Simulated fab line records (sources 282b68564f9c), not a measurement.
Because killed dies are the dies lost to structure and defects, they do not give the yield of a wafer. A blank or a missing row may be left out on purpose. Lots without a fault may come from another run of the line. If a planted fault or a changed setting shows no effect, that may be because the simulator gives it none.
fab line records	flow ritCmos
[record] lots = 5	wafers = 15	lastDay = 7
route steps=202 shown NRETRO@63 PRETRO@64 GATE@75 FOX2@80 REOX@98 NLDD@103 M1@202
lots untouched by any fault: they come from a run of this same line in which no faults occurred
startH: hours from the record's first day to the start of the lot's first wafer shown	waitH: hours from the lot's prior step to this one	" unchanged from the row above	L1.1+2: a row that stands for several wafers	- no value present, or no start provided	* or withheld: withheld	< > ~ a bound
route shown NAME@n: a module of which the file shows steps, and the number in the route of the first	usual: mean/standard deviation of fault-free wafers	same: alike in all rows	chamber/n: place in a boat	sites: each site's reading	_std_site: standard deviation across them	_edge_site: outer sites' mean less inner sites'	radiusMm: how far each site lies from the wafer's centre	mask NAME#n: copy n	behind: the most recent tool/chamber to have shaped the wafer	hold: why the lot went on hold/how many hours it stayed there/how the hold came to an end	device: which transistor (n, p or np) failed to switch	end of line: the same wafers' tests at the end of the route	step lacking rows: just its recipe	killed: at the first sort, the dies lost to defects and structure; wafer yield is something else	map: a wafer's dies, marking killed ones x, the rest . and places with no die _
set.NAME: the setting the step ran with; set.NAME@STEP: the setting that earlier step ran with	model.NAME: the simulator's own value behind a step, which no gauge read
lots at some steps of the route; a table a step, a row a wafer
services: a tool's chamber out of use, with start hour (startH, from the record's first day; less than 0 if before it), hours out, and reason
[[steps]]
[step RIT_NRETRO_TW_MEAS_10]
[usual] NRETRO_TW = 1052/5.9
lot.wafer	tool	chamber	startH	waitH	NRETRO_TW
L168.2	filmMetro-01	-	62.25	0.1	1056
L168.3	"	-	"	"	1059
L168.5	"	-	"	"	1061
L179.1	filmMetro-03	-	115.95	0.1	1048
L179.2	"	-	"	"	1045
L179.6	"	-	"	"	1047
L182.3	filmMetro-04	-	129.43	0.1	1059
L182.4	"	-	"	"	1047
L182.5	"	-	"	"	1050
L183.1	filmMetro-03	-	134.69	0.1	1048
L183.3	"	-	"	"	1047
L183.5	"	-	"	"	1046
L185.4	filmMetro-03	-	147.31	0.1	1050
L185.5	"	-	"	"	1047
L185.6	"	-	"	"	1046
[step RIT_PRETRO_HMDS_00]
[recipe] primeTimeS = 60	primeTempC = 140
[step RIT_PRETRO_COAT_01]
[recipe] resist = NOVOLAK	spinRpm = 2000	resistThkNm = 1300
[step RIT_PRETRO_SOFTBAKE_02]
[recipe] resist = NOVOLAK	tempC = 90	timeS = 60
[step RIT_PRETRO_EXPOSE_03]
[recipe] maskId = M5	na = 0.57	targetCdNm = 43700	doseMj = 250
[step RIT_PRETRO_PEB_04]
[recipe] resist = NOVOLAK	tempC = withheld	timeS = withheld
[step RIT_PRETRO_DEVELOP_05]
[recipe] resist = NOVOLAK	developTimeS = 68	devTempC = 23
[step RIT_PRETRO_OVL_MEAS_06]
[usual] PRETRO_OVL = 0.5/1.4
lot.wafer	tool	chamber	startH	waitH	PRETRO_OVL[nm]
L168.2	overlay-02	-	63.31	-	2.6
L168.3	"	-	"	"	2.2
L168.5	"	-	"	"	0.8
L179.1	overlay-02	-	117.02	-	-2.3
L179.2	"	-	"	"	-0.7
L179.6	"	-	"	"	-0.8
L182.3	overlay-01	-	130.36	-	-0.2
L182.4	"	-	"	"	-0.9
L182.5	"	-	"	"	-0.8
L183.1	overlay-02	-	135.75	-	0.3
L183.3	"	-	"	"	-0.2
L183.5	"	-	"	"	0.2
L185.4	overlay-01	-	148.29	-	-0.5
L185.5	"	-	"	"	-1.6
L185.6	"	-	"	"	-0.3
[step RIT_PRETRO_HARDBAKE_07]
[recipe] resist = NOVOLAK	tempC = 140	timeS = 120
[step RIT_PRETRO_IMPLANT_08]
[recipe] species = B	energyKev = 45	doseCm2 = 1.2e+13	tiltDeg = 7
[step RIT_PRETRO_STRIP_09]
[recipe] chemistry = O2	timeS = 180	resist = NOVOLAK	platenTempC = withheld	powerW = 500	pressureMtorr = 4000	o2FlowSccm = 4000
[usual] drypumpMotorCurrentA = 5.87/0.28	o2FlowSccm = 4002/12	rfReflPowerW = 7.0/0.63
lot.wafer	tool	chamber	startH	waitH	drypumpMotorCurrentA	o2FlowSccm	rfHoursCounterH	rfReflPowerW
L168.2	plasmaAsher-01	1	63.74	0.1	6.05	3992	41	5.8
L168.3	"	1	"	"	6.04	4001	-	6.0
L168.5	"	1	"	"	6.04	4020	-	5.6
L179.1	plasmaAsher-04	0	117.45	0.1	5.87	3990	50	7.2
L179.2	"	1	"	"	5.51	3993	50	7.7
L179.6	"	1	"	"	5.52	4010	-	8.2
L182.3	plasmaAsher-02	1	130.85	0.1	5.95	4016	-	7.4
L182.4	"	0	"	"	6.23	4001	-	6.4
L182.5	"	0	"	"	6.24	3989	-	6.6
L183.1	plasmaAsher-02	1	136.19	0.1	5.96	4002	34	7.3
L183.3	"	1	"	"	5.97	4003	-	7.3
L183.5	"	1	"	"	5.97	4020	-	7.0
L185.4	plasmaAsher-04	0	148.76	0.1	5.88	4008	-	7.3
L185.5	"	0	"	"	5.88	4014	-	7.0
L185.6	"	1	"	"	5.51	3998	-	7.4
[step RIT_PRETRO_TW_MEAS_10]
[usual] PRETRO_TW = 479/3.1
lot.wafer	tool	chamber	startH	waitH	PRETRO_TW
L168.2	filmMetro-02	-	63.92	0.1	483
L168.3	"	-	"	"	481
L168.5	"	-	"	"	482
L179.1	filmMetro-02	-	117.63	0.1	482
L179.2	"	-	"	"	482
L179.6	"	-	"	"	483
L182.3	filmMetro-01	-	130.98	0.1	479
L182.4	"	-	"	"	479
L182.5	"	-	"	"	477
L183.1	filmMetro-03	-	136.36	0.1	472
L183.3	"	-	"	"	476
L183.5	"	-	"	"	475
L185.4	filmMetro-01	-	148.91	0.1	481
L185.5	"	-	"	"	481
L185.6	"	-	"	"	480
[step RIT_GATE_WET_ETCH_00]
[recipe] chemistry = BOE	target = SiO2	targetDepthNm = 56	timeS = 60	dry = n2Spin	dilution = 10:1	tempC = 21.5
lot.wafer	tool	chamber	startH	waitH
L168.2+3+5	wetBench-01	2	63.97	0.0
L179.1+2+6	wetBench-04	1	117.69	0.1
L182.3+4+5	wetBench-02	0	131.02	0.0
L183.1+3+5	wetBench-04	3	136.42	0.1
L185.4+5+6	wetBench-02	3	148.94	0.0
[step RIT_GATE_CLEAN_01]
[recipe] chemistry = SC1	mix = 3:3:50	timeS = 600	tempC = 75
[step RIT_GATE_CLEAN_02]
[recipe] chemistry = dHF	dilution = 50:1	timeS = 30
[step RIT_GATE_CLEAN_03]
[recipe] chemistry = SC2	mix = 3:3:50	timeS = 600	tempC = 75	dry = n2Spin
[step RIT_GATE_CLEAN_04]
[recipe] chemistry = dHF	dilution = 50:1	timeS = 60	dry = n2Spin
[step RIT_FOX2_THK_MEAS_91]
[recipe] reads = SiO2_of_FOX2_OXIDATION_00
[usual] FIELD_OXIDE_LEFT_2_THK = 249/7.4
lot.wafer	tool	chamber	startH	waitH	FIELD_OXIDE_LEFT_2_THK[nm]
L168.2	filmMetro-04	-	64.40	0.0	235
L168.3	"	-	"	"	238
L168.5	"	-	"	"	229
L179.1	filmMetro-03	-	118.14	0.0	252
L179.2	"	-	"	"	251
L179.6	"	-	"	"	256
L182.3	filmMetro-02	-	131.46	0.0	244
L182.4	"	-	"	"	244
L182.5	"	-	"	"	249
L183.1	filmMetro-02	-	136.84	0.0	257
L183.3	"	-	"	"	262
L183.5	"	-	"	"	259
L185.4	filmMetro-02	-	149.42	0.0	258
L185.5	"	-	"	"	249
L185.6	"	-	"	"	253
[step RIT_GATE_OXIDATION_05]
[recipe] tempC = 900	ambient = O2	targetThkA = 30	oxTimeS = 270
[step RIT_GATE_ANNEAL_06]
[recipe] tempC = 900	timeS = 600	ambient = N2O
[step RIT_GATE_THK_MEAS_07]
[recipe] reads = SiO2_of_GATE_OXIDATION_05
[usual] GATE_OXIDE_THK = 2.99/0.064
lot.wafer	tool	chamber	startH	waitH	GATE_OXIDE_THK[nm]
L168.2	filmMetro-04	-	65.78	0.0	3.03
L168.3	"	-	"	"	3.07
L168.5	"	-	"	"	3.00
L179.1	filmMetro-02	-	120.06	0.0	3.05
L179.2	"	-	"	"	3.06
L179.6	"	-	"	"	3.04
L182.3	filmMetro-04	-	137.24	0.0	2.98
L182.4	"	-	"	"	2.99
L182.5	"	-	"	"	3.01
L183.1	filmMetro-03	-	138.71	0.0	3.10
L183.3	"	-	"	"	3.09
L183.5	"	-	"	"	3.12
L185.4	filmMetro-04	-	150.80	0.0	3.05
L185.5	"	-	"	"	2.98
L185.6	"	-	"	"	3.00
[step RIT_GATE_CVD_08]
[recipe] material = poly-Si	targetThkNm = 250	tempC = 610	precursor = SiH4	timeS = 2220	pressureMtorr = 300	sih4FlowSccm = 100
[step RIT_GATE_THK_MEAS_09]
[recipe] reads = poly-Si_of_GATE_CVD_08
[usual] GATE_POLY_THK = 250.9/2.4
lot.wafer	tool	chamber	startH	waitH	GATE_POLY_THK[nm]
L168.2	filmMetro-03	-	68.27	0.0	254.6
L168.3	"	-	"	"	253.2
L168.5	"	-	"	"	253.8
L179.1	filmMetro-02	-	121.74	0.0	253.3
L179.2	"	-	"	"	250.9
L179.6	"	-	"	"	251.3
L182.3	filmMetro-04	-	138.92	0.0	250.5
L182.4	"	-	"	"	251.5
L182.5	"	-	"	"	250.4
L183.1	filmMetro-04	-	140.38	0.0	249.0
L183.3	"	-	"	"	248.0
L183.5	"	-	"	"	249.7
L185.4	filmMetro-02	-	152.48	0.0	249.0
L185.5	"	-	"	"	247.5
L185.6	"	-	"	"	249.4
[step RIT_GATE_HMDS_10]
[recipe] primeTimeS = 60	primeTempC = 140
[step RIT_GATE_COAT_11]
[recipe] resist = NOVOLAK	spinRpm = 4250	resistThkNm = 850
[step RIT_GATE_SOFTBAKE_12]
[recipe] resist = NOVOLAK	tempC = 90	timeS = 60
[step RIT_GATE_EXPOSE_13]
[recipe] maskId = M6	na = 0.6	sourceShape = conventional	sigmaOuter = 0.6	targetCdNm = 150	doseMj = 380
[step RIT_GATE_PEB_14]
[recipe] resist = NOVOLAK	tempC = withheld	timeS = withheld
[step RIT_GATE_DEVELOP_15]
[recipe] resist = NOVOLAK	developTimeS = 50	devTempC = 23
[step RIT_GATE_CD_MEAS_16]
[recipe] targetCdNm = 150
[usual] cdNm = 149.0/2.6
lot.wafer	tool	chamber	startH	waitH	cdNm
L168.2	cdSem-02	-	69.37	-	146.6
L168.3	"	-	"	"	148.4
L168.5	"	-	"	"	148.4
L179.1	cdSem-02	-	122.78	-	150.7
L179.2	"	-	"	"	152.5
L179.6	"	-	"	"	153.0
L182.3	cdSem-01	-	139.92	-	149.5
L182.4	"	-	"	"	149.5
L182.5	"	-	"	"	149.1
L183.1	cdSem-01	-	141.42	-	148.6
L183.3	"	-	"	"	148.8
L183.5	"	-	"	"	150.3
L185.4	cdSem-01	-	153.42	-	147.5
L185.5	"	-	"	"	146.3
L185.6	"	-	"	"	145.7
[step RIT_GATE_OVL_MEAS_17]
[usual] GATE_OVL = -0.1/1.5
lot.wafer	tool	chamber	startH	waitH	GATE_OVL[nm]
L168.2	overlay-02	-	69.48	0.1	-1.1
L168.3	"	-	"	"	2.1
L168.5	"	-	"	"	-0.4
L179.1	overlay-01	-	122.90	0.1	-1.5
L179.2	"	-	"	"	-2.9
L179.6	"	-	"	"	-3.2
L182.3	overlay-02	-	140.02	0.1	1.9
L182.4	"	-	"	"	1.9
L182.5	"	-	"	"	4.1
L183.1	overlay-01	-	141.54	0.1	-1.5
L183.3	"	-	"	"	0.5
L183.5	"	-	"	"	0.0
L185.4	overlay-01	-	153.50	0.1	2.9
L185.5	"	-	"	"	1.8
L185.6	"	-	"	"	1.1
[step RIT_GATE_HARDBAKE_18]
[recipe] resist = NOVOLAK	tempC = 140	timeS = 60
[step RIT_GATE_ETCH_19]
[recipe] chemistry = SF6/CHF3/O2	timeS = 165	SF6_flow_sccm = 30	CHF3_flow_sccm = 30	O2_flow_sccm = 5	target = poly-Si	pressureMtorr = 40	rfW = 160	targetDepthA = 3125	overEtchFrac = 0.25	stopOn = SiO2
[usual] drypumpMotorCurrentA = 5.54/0.29	oesProductAu = 0.856/0.012	rfFwdPowerW = 159.4/0.5	throttleValvePct = 10.28/0.12
lot.wafer	tool	chamber	startH	waitH	drypumpMotorCurrentA	oesProductAu	rfFwdPowerW	rfHoursCounterH	throttleValvePct
L168.2	rieSi-01	2	69.66	0.1	6.09	0.871	159.8	123	10.09
L168.3	"	0	"	"	5.35	0.852	159.8	83	10.23
L168.5	"	2	"	"	6.09	0.872	159.3	-	10.09
L179.1	rieSi-02	0	123.09	0.1	5.59	0.867	159.0	39	10.24
L179.2	"	3	"	"	5.46	0.850	159.8	140	10.44
L179.6	"	1	"	"	5.15	0.843	159.7	-	10.49
L182.3	rieSi-01	3	140.19	0.1	5.28	0.862	159.2	3	10.18
L182.4	"	0	"	"	5.32	0.856	158.7	83	10.22
L182.5	"	2	"	"	6.07	0.867	158.5	-	10.09
L183.1	rieSi-02	2	141.73	0.1	5.45	0.847	159.2	2	10.35
L183.3	"	3	"	"	5.45	0.846	159.8	140	10.44
L183.5	"	3	"	"	5.47	0.854	159.4	-	10.44
L185.4	rieSi-02	2	153.67	0.1	5.46	0.858	158.8	2	10.36
L185.5	"	2	"	"	5.45	0.849	158.8	-	10.34
L185.6	"	1	"	"	5.16	0.840	159.4	-	10.48
[step RIT_GATE_STRIP_20]
[recipe] chemistry = O2	timeS = 180	resist = NOVOLAK	platenTempC = withheld	powerW = 500	pressureMtorr = 4000	o2FlowSccm = 4000
[usual] drypumpMotorCurrentA = 5.63/0.28	o2FlowSccm = 4002/12	rfReflPowerW = 7.4/1
lot.wafer	tool	chamber	startH	waitH	drypumpMotorCurrentA	o2FlowSccm	rfHoursCounterH	rfReflPowerW
L168.2	plasmaAsher-04	1	69.77	0.1	5.53	3994	45	7.8
L168.3	"	1	"	"	5.54	3991	-	7.6
L168.5	"	1	"	"	5.51	3985	-	8.1
L179.1	plasmaAsher-04	0	123.20	0.1	5.87	3991	51	7.0
L179.2	"	1	"	"	5.53	4017	51	7.6
L179.6	"	0	"	"	5.87	3996	-	6.9
L182.3	plasmaAsher-01	1	140.36	0.1	6.02	3992	-	5.9
L182.4	"	0	"	"	5.36	4003	-	7.8
L182.5	"	0	"	"	5.37	4019	-	7.6
L183.1	plasmaAsher-04	0	141.83	0.1	5.89	3989	52	7.4
L183.3	"	1	"	"	5.54	4019	-	7.7
L183.5	"	1	"	"	5.52	4012	-	7.7
L185.4	plasmaAsher-03	1	153.83	0.1	5.44	4015	-	7.6
L185.5	"	0	"	"	5.24	3994	-	9.9
L185.6	"	1	"	"	5.43	4029	-	7.5
[step RIT_GATE_CD_MEAS_90]
[recipe] targetCdNm = 150
[usual] cdNm = 149.0/2.6
lot.wafer	tool	chamber	startH	waitH	cdNm
L168.2	cdSem-02	-	69.96	0.1	146.4
L168.3	"	-	"	"	148.5
L168.5	"	-	"	"	148.0
L179.1	cdSem-01	-	123.37	0.1	150.6
L179.2	"	-	"	"	152.7
L179.6	"	-	"	"	152.7
L182.3	cdSem-01	-	140.51	0.1	149.8
L182.4	"	-	"	"	149.6
L182.5	"	-	"	"	149.0
L183.1	cdSem-01	-	142.01	0.1	148.4
L183.3	"	-	"	"	149.1
L183.5	"	-	"	"	149.8
L185.4	cdSem-02	-	154.01	0.1	147.7
L185.5	"	-	"	"	146.1
L185.6	"	-	"	"	145.6
[step RIT_REOX_CLEAN_00]
[recipe] chemistry = SC1	mix = 3:3:50	timeS = 600	tempC = 75
[step RIT_REOX_CLEAN_01]
[recipe] chemistry = dHF	dilution = 50:1	timeS = 30
[step RIT_REOX_CLEAN_02]
[recipe] chemistry = SC2	mix = 3:3:50	timeS = 600	tempC = 75	dry = n2Spin
[step RIT_REOX_OXIDATION_03]
[recipe] tempC = 900	ambient = O2	targetThkA = 252	oxTimeS = 5580
[step RIT_REOX_THK_MEAS_04]
[recipe] reads = SiO2_of_REOX_OXIDATION_03
[usual] REOX_OXIDE_THK = 25.0/0.5
lot.wafer	tool	chamber	startH	waitH	REOX_OXIDE_THK[nm]
L168.2	filmMetro-01	-	72.99	0.0	25.3
L168.3	"	-	"	"	24.6
L168.5	"	-	"	"	24.7
L179.1	filmMetro-01	-	126.43	0.0	25.4
L179.2	"	-	"	"	25.9
L179.6	"	-	"	"	25.3
L182.3	filmMetro-02	-	143.53	0.0	25.7
L182.4	"	-	"	"	25.1
L182.5	"	-	"	"	25.1
L183.1	filmMetro-02	-	145.05	0.0	24.8
L183.3	"	-	"	"	24.3
L183.5	"	-	"	"	25.0
L185.4	filmMetro-04	-	157.05	0.0	24.9
L185.5	"	-	"	"	25.0
L185.6	"	-	"	"	25.0
[step RIT_NLDD_HMDS_00]
[recipe] primeTimeS = 60	primeTempC = 140
[step RIT_NLDD_COAT_01]
[recipe] resist = NOVOLAK	spinRpm = 3250	resistThkNm = 1000
[step RIT_M1_PROBE_99]
[usual] killedAtContacts = 0.0/0.22	killedAtFrontEnd = 7/3	killedDies = 7/3.1	killedOpen = 3.4/2.1	killedShort = 3.2/1.9
[same] grossDies = 264	killed_at_M0_to_M3 = 0	killed_at_M4_up = 0	killedAtBackSide = 0	killedAtOther = 0
lot.wafer	tool	chamber	startH	waitH	killedAtContacts	killedAtFrontEnd	killedDies	killedOpen	killedShort
L179.1	prober-01	-	143.61	0.1	0	33	33	2	3
L179.2	prober-01	-	143.66	0.1	0	35	35	2	5
L179.6	prober-01	-	143.86	0.2	0	33	33	3	2
L182.3	prober-02	-	159.93	0.2	0	17	17	9	8
L182.4	prober-02	-	159.98	0.2	0	7	7	4	3
L182.5	prober-02	-	160.03	0.2	0	7	7	3	4
// killed by level:class
L179.1 GATE:unspecified=28 REOX:geometricParticle:short=2 FOX1:geometricParticle:open=1 GATE:geometricParticle:short=1 REOX:geometricParticle:open=1
L179.2 GATE:unspecified=28 REOX:geometricParticle:short=3 FOX1:geometricParticle:short=1 REOX:geometricParticle:open=1 SPACER:geometricParticle:short=1 SILICIDE:geometricParticle:open=1
L179.6 GATE:unspecified=28 GATE:geometricParticle:short=1 GATE:geometricParticle:open=1 REOX:geometricParticle:open=1 REOX:geometricParticle:short=1 SILICIDE:geometricParticle:open=1
L182.3 GATE:geometricParticle:open=5 REOX:geometricParticle:short=4 REOX:geometricParticle:open=2 SILICIDE:geometricParticle:short=2 FOX1:geometricParticle:open=1 FOX2:geometricParticle:short=1 FOX2:geometricParticle:open=1 GATE:geometricParticle:short=1
L182.4 SPACER:geometricParticle:open=2 GATE:geometricParticle:short=1 GATE:geometricParticle:open=1 REOX:geometricParticle:open=1 REOX:geometricParticle:short=1 SILICIDE:geometricParticle:short=1
L182.5 FOX2:geometricParticle:short=1 GATE:geometricParticle:open=1 REOX:geometricParticle:short=1 SPACER:geometricParticle:open=1 SPACER:geometricParticle:short=1 SILICIDE:geometricParticle:open=1 SILICIDE:geometricParticle:short=1
// map L179.2 (x killed, . not)
________......._______
_____.............____
____...............___
___.................__
__..................._
__..................._
_.....................
_...............x.....
_.............x.xx....
_............xxxxx.x.x
__...x.....xxxxxxxxx._
__...........xxxxxx.._
___...........xxxxx.__
____.........x.x...___
_____.....x.......____
________......._______
// map L183.3 (x killed, . not)
________.x....x_______
_____.............____
____..x............___
___.................__
__............x......_
__.x................._
_......x..............
_.x................x.x
_.....................
_.....................
__..................._
__..................._
___.................__
____...............___
_____x............____
________..x...._______
[[services]]
tool	chamber	startH	hours	kind
rieSi-02	1	62.37	3.4	repair
plasmaAsher-04	-	71.49	0.9	repair
wetBench-04	-	82.53	3.8	repair
plasmaAsher-01	-	108.75	9.0	pm
plasmaAsher-01	0	108.75	9.0	ventCycle
plasmaAsher-01	1	108.75	9.0	ventCycle
rieSi-02	3	109.53	12.8	repair
plasmaAsher-03	-	114.87	0.8	repair
plasmaAsher-01	0	117.75	-	clean
plasmaAsher-01	1	117.75	-	clean
wetBench-04	-	122.70	1.9	pm
rieSi-02	0	134.13	7.4	repair
plasmaAsher-02	-	153.84	2.0	repair
[[key]]
[firstSign] step = RIT_M1_PROBE_99	reading = killedAtFrontEnd	direction = up	sigmas = 8.9	usual = 7	struck = 34
[effect] step = RIT_M1_PROBE_99	reading = killedDies	direction = up	sigmas = 8.8	usual = 7	struck = 34
metAt RIT_GATE_WET_ETCH_00
struckWafers L179.1,L179.2,L179.6
testerLeftOut L179
[earlierFault] kind = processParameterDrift	tool = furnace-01	chamber = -	onsetH = 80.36	steps = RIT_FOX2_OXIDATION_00	channel = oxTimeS	offset = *	shape = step	endH = 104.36	actsIn = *	stated = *
[fault] kind = chamberParticleSource	tool = wetBench-04	chamber = 1	onsetH = 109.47	steps = RIT_GATE_WET_ETCH_00	ratePerVisitCm2 = 0.6031	endH = 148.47
// testerLeftOut: of these lots the tester's yield and bins aren't shown, on N5 and GAA mostly nor the transistor test; their killed dies are dies lost to structure and defects alone, not to doping, threshold or leakage, so they don't give the yield
